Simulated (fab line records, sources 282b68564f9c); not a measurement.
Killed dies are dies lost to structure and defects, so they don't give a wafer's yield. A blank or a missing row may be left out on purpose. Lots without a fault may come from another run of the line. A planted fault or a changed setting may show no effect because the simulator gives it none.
Which tool did it? | flow rit_cmos | 14 lots, 40 wafers sampled, at 4 steps of a route of 202

WHAT THE GAUGES READ, wafer by wafer
RIT_SILICIDE_RS_MEAS_02: measures by four-point-probe.
lot  | measured    | on            | SILICIDE_TI_RS (ohm/sq)
L494 | day 3 07:20 | film_metro-04 | 48.2 48.4 48.1
L495 | day 3 10:32 | film_metro-03 | 46.9 46.8 48.5
L496 | day 3 14:14 | film_metro-03 | 47.5 48.2 47.8
L501 | day 4 17:25 | film_metro-03 | 48.3
L502 | day 4 19:41 | film_metro-04 | 48.5 48.2 48.0
L504 | day 5 08:26 | film_metro-04 | 46.8 46.3 46.6
L506 | day 5 15:45 | film_metro-03 | 47.1 48.2 48.3
L508 | day 6 01:18 | film_metro-01 | 48.1 46.5 46.7
L509 | day 6 07:55 | film_metro-03 | 47.0 45.8 46.7
L511 | day 6 15:50 | film_metro-01 | 47.9 47.4 47.1
L512 | day 6 20:26 | film_metro-04 | 47.1 47.0 48.2
L514 | day 7 06:44 | film_metro-01 | 48.3 47.6 47.5
L515 | day 7 11:47 | film_metro-04 | 46.4 47.1 46.9
L517 | day 7 21:36 | film_metro-03 | 48.2 47.9 47.4

RIT_CONTACT_THK_MEAS_01.
lot  | measured    | on            | CONTACT_TEOS_THK (nm)
L494 | day 3 07:43 | film_metro-03 | 404 398 404
L495 | day 3 11:00 | film_metro-04 | 389 399 397
L496 | day 3 14:38 | film_metro-02 | 395 403 401
L501 | day 4 17:47 | film_metro-03 | 604 605
L502 | day 4 20:04 | film_metro-03 | 389 402 393
L504 | day 5 08:50 | film_metro-02 | 396 593 399 395 594 399
L506 | day 5 16:09 | film_metro-03 | 386 396 389
L508 | day 6 01:46 | film_metro-03 | 396 402 399
L509 | day 6 08:23 | film_metro-04 | 391 391 396
L511 | day 6 16:14 | film_metro-04 | 396 401 400
L512 | day 6 20:54 | film_metro-03 | 395 402 401
L514 | day 7 07:08 | film_metro-03 | 389 394 407
L515 | day 7 12:11 | film_metro-02 | 392 391 399
L517 | day 7 22:04 | film_metro-03 | 389 401 394

WHICH TOOL RAN EACH LOT (tool, then ch and the chambers of the sampled wafers, then the start)
lot  | RIT_NSD_STRIP_09                    | RIT_CONTACT_CVD_00
L494 | plasma_asher-02 ch 0,1, day 3 04:30 | pecvd-03 ch 0,1,2, day 3 07:39
L495 | plasma_asher-03 ch 0,1, day 3 07:31 | pecvd-02 ch 0,1,2, day 3 10:56
L496 | plasma_asher-04 ch 0,1, day 3 11:29 | pecvd-04 ch 0,1,2, day 3 14:35
L501 | plasma_asher-04 ch 1, day 4 14:36   | pecvd-02 ch 0, day 4 17:43
L502 | plasma_asher-03 ch 0,1, day 4 16:52 | pecvd-04 ch 1,2, day 4 20:00
L504 | plasma_asher-04 ch 0,1, day 5 05:29 | pecvd-02 ch 0,1,2, day 5 08:47
L506 | plasma_asher-04 ch 1, day 5 12:45   | pecvd-03 ch 1,2, day 5 16:05
L508 | plasma_asher-04 ch 0,1, day 5 22:32 | pecvd-04 ch 0,2, day 6 01:41
L509 | plasma_asher-03 ch 0,1, day 6 04:56 | pecvd-03 ch 1,2, day 6 08:20
L511 | plasma_asher-03 ch 0,1, day 6 13:04 | pecvd-04 ch 0,1,2, day 6 16:11
L512 | plasma_asher-04 ch 0,1, day 6 17:31 | pecvd-03 ch 0,1,2, day 6 20:51
L514 | plasma_asher-04 ch 0,1, day 7 03:51 | pecvd-04 ch 1,2, day 7 07:05
L515 | plasma_asher-02 ch 0,1, day 7 08:56 | pecvd-03 ch 0,1,2, day 7 12:08
L517 | plasma_asher-03 ch 0,1, day 7 18:47 | pecvd-04 ch 0,1,2, day 7 22:01
- RIT_NSD_STRIP_09: strips in O2, time 180 s.
- RIT_CONTACT_CVD_00: deposits SiO2 from TEOS, target thk 400 nm, time 61 s.

WHAT THE TOOLS THEMSELVES READ (means of the sampled wafers that have a number; where no wafer has one, the mark that the record gives instead)
RIT_NSD_STRIP_09.
lot  | tool            | drypump_motor_current_A (A)
L494 | plasma_asher-02 | 6.0
L495 | plasma_asher-03 | 5.7
L496 | plasma_asher-04 | 5.7
L501 | plasma_asher-04 | 6.0
L502 | plasma_asher-03 | 5.7
L504 | plasma_asher-04 | 5.7
L506 | plasma_asher-04 | 6.0
L508 | plasma_asher-04 | 5.4
L509 | plasma_asher-03 | 5.8
L511 | plasma_asher-03 | 5.7
L512 | plasma_asher-04 | 5.4
L514 | plasma_asher-04 | 5.4
L515 | plasma_asher-02 | 5.8
L517 | plasma_asher-03 | 5.8

RIT_CONTACT_CVD_00.
lot  | tool     | heater_power_w (W) | run_length_s (s)
L494 | pecvd-03 | 332                | 88.8
L495 | pecvd-02 | 334                | 88.9
L496 | pecvd-04 | 314                | 88.8
L501 | pecvd-02 | 285                | 120.4
L502 | pecvd-04 | 233                | 88.7
L504 | pecvd-02 | 333                | 99.2
L506 | pecvd-03 | 295                | 89.1
L508 | pecvd-04 | 353                | 89.1
L509 | pecvd-03 | 269                | 88.7
L511 | pecvd-04 | 290                | 89.2
L512 | pecvd-03 | 316                | 88.9
L514 | pecvd-04 | 266                | 88.7
L515 | pecvd-03 | 288                | 88.7
L517 | pecvd-04 | 303                | 89.0

THE ANSWER, worked out from the rows above alone
Rule: what is usual is taken from the lots themselves. Put in order of their means at a reading, lots are off if they are a third of the lots or fewer, leave a main group of 4 or more, and stand apart from it by a gap of 3 or more times the standard deviation of the main group's means; of several such gaps the widest counts. A main group whose means are all the same, to the digits that the tables above print for the reading, isn't used. A lot without any number at a reading at which 4 lots or more have one is off too. The other lots that the step has rows for count as sound. The gauges are gone through in route order, then the tools' own readings, and for those a lot's mean is taken as printed above. The first step at which some lot is off is used, and at that step the reading that is off furthest; a lot without a number counts as furthest.
Off: L501, L504, at RIT_CONTACT_THK_MEAS_01 (CONTACT_TEOS_THK). The main group: mean 396 nm, standard deviation 3.3.
A tool fits if, at a process step before that reading, it ran every lot that is off, and no sound lot after the first of them. The gauges at RIT_CONTACT_THK_MEAS_01 aren't tried: what is off there is off at RIT_CONTACT_CVD_00 too, on other tools, and a gauge's error can't cause that. One fits: pecvd-02 at RIT_CONTACT_CVD_00. Its last sound lot is L495 (day 3 10:56), its first lot that is off L501 (day 4 17:43): a fault that began between those two fits.
The tool's own readings at RIT_CONTACT_CVD_00 bear it out: on the lots that are off they differ by more than 5 times the standard deviation of the sound lots' means. run_length_s reads 109.8 s there against 88.9 s on the sound lots.

WHAT THE SIMULATOR HAD PUT IN
Process parameter drift: pecvd-02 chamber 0, from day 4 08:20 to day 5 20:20, at RIT_CONTACT_CVD_00. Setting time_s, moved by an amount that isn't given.
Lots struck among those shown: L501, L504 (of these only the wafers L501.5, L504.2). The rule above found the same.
